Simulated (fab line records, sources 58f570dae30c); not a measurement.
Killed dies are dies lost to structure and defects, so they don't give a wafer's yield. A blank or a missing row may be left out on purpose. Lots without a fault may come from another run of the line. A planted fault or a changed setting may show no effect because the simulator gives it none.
A struck lot beside a sound one | flow berkeley_cmos170 | 16 steps out of a route of 331
Sound: wafers L707.2, L707.4, L707.6. Struck: wafers L726.2, L726.3, L726.5. The cause comes at the end.
At each step with rows: each side's tool, then ch and its chambers, then its first start. Under that, the readings that differ: sound wafers | struck wafers | difference of the means | sigmas: that difference in standard deviations of wafers without a fault.
alike: readings whose means differ by less than 2 such deviations, and words and numbers that are the same on both sides. not compared: withheld readings, readings that some wafer has no value for, bounds like >300 that may hide the same value, and numbers for which the record gives no deviation and whose values overlap.
The two part at a step that has a row with sigmas, a row that says differs or no value, or rows on one side only. Numbers that don't overlap but have no deviation are shown without sigmas and don't part them. A reading that every wafer of one side lacks parts them only if that side has two wafers or more.

first, 6 steps without rows for these wafers: UCB170_M2_COAT_09; UCB170_M2_COAT_10 (resist thk 900 nm); UCB170_M2_SOFTBAKE_11 (time 60 s); UCB170_M2_EXPOSE_12 (exposes mask METAL2, target cd 700 nm); UCB170_M2_PEB_13; UCB170_M2_DEVELOP_14 (develop time 45 s).
UCB170_M2_CD_MEAS_15: target cd 700 nm.
  sound on cd_sem-01, day 7 18:57; struck on cd_sem-01, day 11 03:29
  alike: cd_nm
UCB170_M2_OVL_MEAS_16:
  sound on overlay-01, day 7 19:04; struck on overlay-01, day 11 03:36
  alike: M2_OVL
UCB170_M2_ETCH_17: etches BARC in N2/H2.
  sound on rie_diel-01 ch 2,3, day 7 19:05; struck on rie_diel-01 ch 0,2, day 11 03:38
  alike: drypump_motor_current_A, oes_product_au, throttle_valve_pct
UCB170_M2_METAL_ETCH_18: etches Al in Cl2/BCl3, stops on SiO2, target depth 1170 nm, time 195 s.
  sound on rie_metal-01 ch 0,1, day 7 19:08; struck on rie_metal-01 ch 0,1, day 11 03:40
  alike: drypump_motor_current_A, oes_product_au, throttle_valve_pct
  not compared: rf_hours_counter_h
UCB170_M2_STRIP_19: strips in O2.
  sound on plasma_asher-04 ch 0,1, day 7 19:19; struck on plasma_asher-01 ch 0,1, day 11 03:52
  alike: drypump_motor_current_A, oes_product_au
  not compared: rf_hours_counter_h
UCB170_M2_CD_MEAS_90: target cd 700 nm.
  sound on cd_sem-01, day 7 19:26; struck on cd_sem-01, day 11 03:59
  alike: cd_nm
UCB170_V2_CVD_00: deposits SiO2 from TEOS/O2, target thk 2000 nm, time 250 s.
  sound on pecvd-02 ch 1,2, day 7 19:32; struck on pecvd-02 ch 0,2, day 11 04:05
  reading                             | sound          | struck         | difference | sigmas
  model.SiO2_of_V2_CVD_00.thk_nm (nm) | 2000 2026 1984 | 3809 3811 3842 | +1817      |
  alike: heater_power_w
UCB170_V2_THK_MEAS_01:
  sound on film_metro-01, day 7 19:42; struck on film_metro-02, day 11 04:15
  reading          | sound          | struck         | difference | sigmas
  V2_TEOS_THK (nm) | 1998 2027 1985 | 3809 3810 3841 | +1817      | +57
UCB170_V2_CMP_02: polishes SiO2.
  sound on cmp-02 ch 1,2,3, day 7 19:47; struck on cmp-02 ch 0,1, day 11 04:21
  alike: motor_current_A, platen_rpm
UCB170_M3_PROBE_99:
  the record has rows for the sound wafers here (prober-02, day 8 02:12) and none for the struck ones

WHERE THEY PART
First at UCB170_V2_THK_MEAS_01; last, within this record, at UCB170_M3_PROBE_99.

WHY: what the simulator had put in
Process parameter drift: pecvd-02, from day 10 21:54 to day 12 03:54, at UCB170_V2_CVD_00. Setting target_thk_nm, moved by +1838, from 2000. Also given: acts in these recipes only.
